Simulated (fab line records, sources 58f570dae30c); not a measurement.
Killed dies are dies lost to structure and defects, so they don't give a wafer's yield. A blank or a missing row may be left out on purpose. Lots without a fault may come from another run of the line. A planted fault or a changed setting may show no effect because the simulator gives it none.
Tool commonality check | flow berkeley_cmos170 | 15 lots, 45 wafers sampled

WHY IT WAS OPENED
At UCB170_PLDD_OVL_MEAS_07 the reading PLDD_OVL is flagged on 3 of 15 lots. Wafers without a fault read -3 nm, standard deviation 5.2.
Rule: a lot is flagged when every wafer of it that has a number lies more than 4 standard deviations from that mean, or none has a number. The other lots count as sound.

lot  | measured     | on         | PLDD_OVL (nm), wafer by wafer | flag
L369 | day 7 12:55  | overlay-02 | 8 -7 7                        |
L370 | day 8 01:20  | overlay-01 | 0 -8 -5                       |
L373 | day 8 23:49  | overlay-02 | 0 -2 -9                       |
L374 | day 8 23:56  | overlay-01 | 0 3 8                         |
L371 | day 9 00:06  | overlay-01 | -6 -4 -7                      |
L376 | day 9 18:06  | overlay-02 | -7 -12 -1                     |
L375 | day 9 18:23  | overlay-01 | -3 -9 -3                      |
L379 | day 10 12:49 | overlay-01 | 2 4 6                         |
L377 | day 10 13:49 | overlay-01 | 0 -3 -1                       |
L382 | day 11 08:26 | overlay-02 | 5 2 1                         |
L380 | day 11 12:12 | overlay-01 | -4 1 -8                       |
L381 | day 11 12:28 | overlay-01 | -1 -6 -4                      |
L387 | day 12 23:52 | overlay-02 | 310 317 326                   | FLAGGED
L388 | day 13 00:10 | overlay-02 | 318 312 308                   | FLAGGED
L389 | day 13 12:15 | overlay-01 | 313 312 306                   | FLAGGED
The numbers of the flagged lots are 314 nm on average: +317 nm against the usual, or +61 standard deviations.

WHICH TOOL RAN EACH LOT
The record holds 1 process step before the reading, out of a route of 331 steps. In each cell: the tool, then ch and the chambers that the sampled wafers went through, then the start.
lot  | flag    | UCB170_PLDD_EXPOSE_03
L369 |         | krf_scanner-02 ch 0, day 7 12:25
L370 |         | krf_scanner-01 ch 0, day 8 00:51
L373 |         | krf_scanner-02 ch 0, day 8 22:56
L374 |         | krf_scanner-01 ch 0, day 8 23:16
L371 |         | krf_scanner-02 ch 0, day 8 23:31
L376 |         | krf_scanner-01 ch 0, day 9 17:33
L375 |         | krf_scanner-01 ch 0, day 9 17:46
L379 |         | krf_scanner-02 ch 0, day 10 11:56
L377 |         | krf_scanner-01 ch 0, day 10 12:50
L382 |         | krf_scanner-02 ch 0, day 11 07:55
L380 |         | krf_scanner-01 ch 0, day 11 11:41
L381 |         | krf_scanner-02 ch 0, day 11 11:56
L387 | FLAGGED | krf_scanner-01 ch 0, day 12 23:02
L388 | FLAGGED | krf_scanner-01 ch 0, day 12 23:13
L389 | FLAGGED | krf_scanner-01 ch 0, day 13 11:37
What these steps do:
- UCB170_PLDD_EXPOSE_03: exposes mask PSELECT, target cd 1200 nm.
- UCB170_PLDD_OVL_MEAS_07

FLAGGED OVER TOTAL, TOOL BY TOOL (the gauges that took the reading come last)
step                    | tool           | lots run | flagged | share of the flagged lots | sound lots run after its first flagged lot
UCB170_PLDD_EXPOSE_03   | krf_scanner-01 | 9        | 3       | all                       | 0
UCB170_PLDD_EXPOSE_03   | krf_scanner-02 | 6        | 0       | none                      | -
UCB170_PLDD_OVL_MEAS_07 | overlay-01     | 9        | 1       | some                      | 0
UCB170_PLDD_OVL_MEAS_07 | overlay-02     | 6        | 2       | some                      | 0

WHAT THE TABLE ALLOWS
1 row of the table ran every flagged lot: krf_scanner-01 at UCB170_PLDD_EXPOSE_03.
- krf_scanner-01 at UCB170_PLDD_EXPOSE_03: 3 of its 9 lots flagged. Its last sound lot is L380 (day 11 11:41), its first flagged lot L387 (day 12 23:02): a fault that began between those two fits.
One tool is left: krf_scanner-01 at UCB170_PLDD_EXPOSE_03.

WHAT THE SIMULATOR HAD PUT IN
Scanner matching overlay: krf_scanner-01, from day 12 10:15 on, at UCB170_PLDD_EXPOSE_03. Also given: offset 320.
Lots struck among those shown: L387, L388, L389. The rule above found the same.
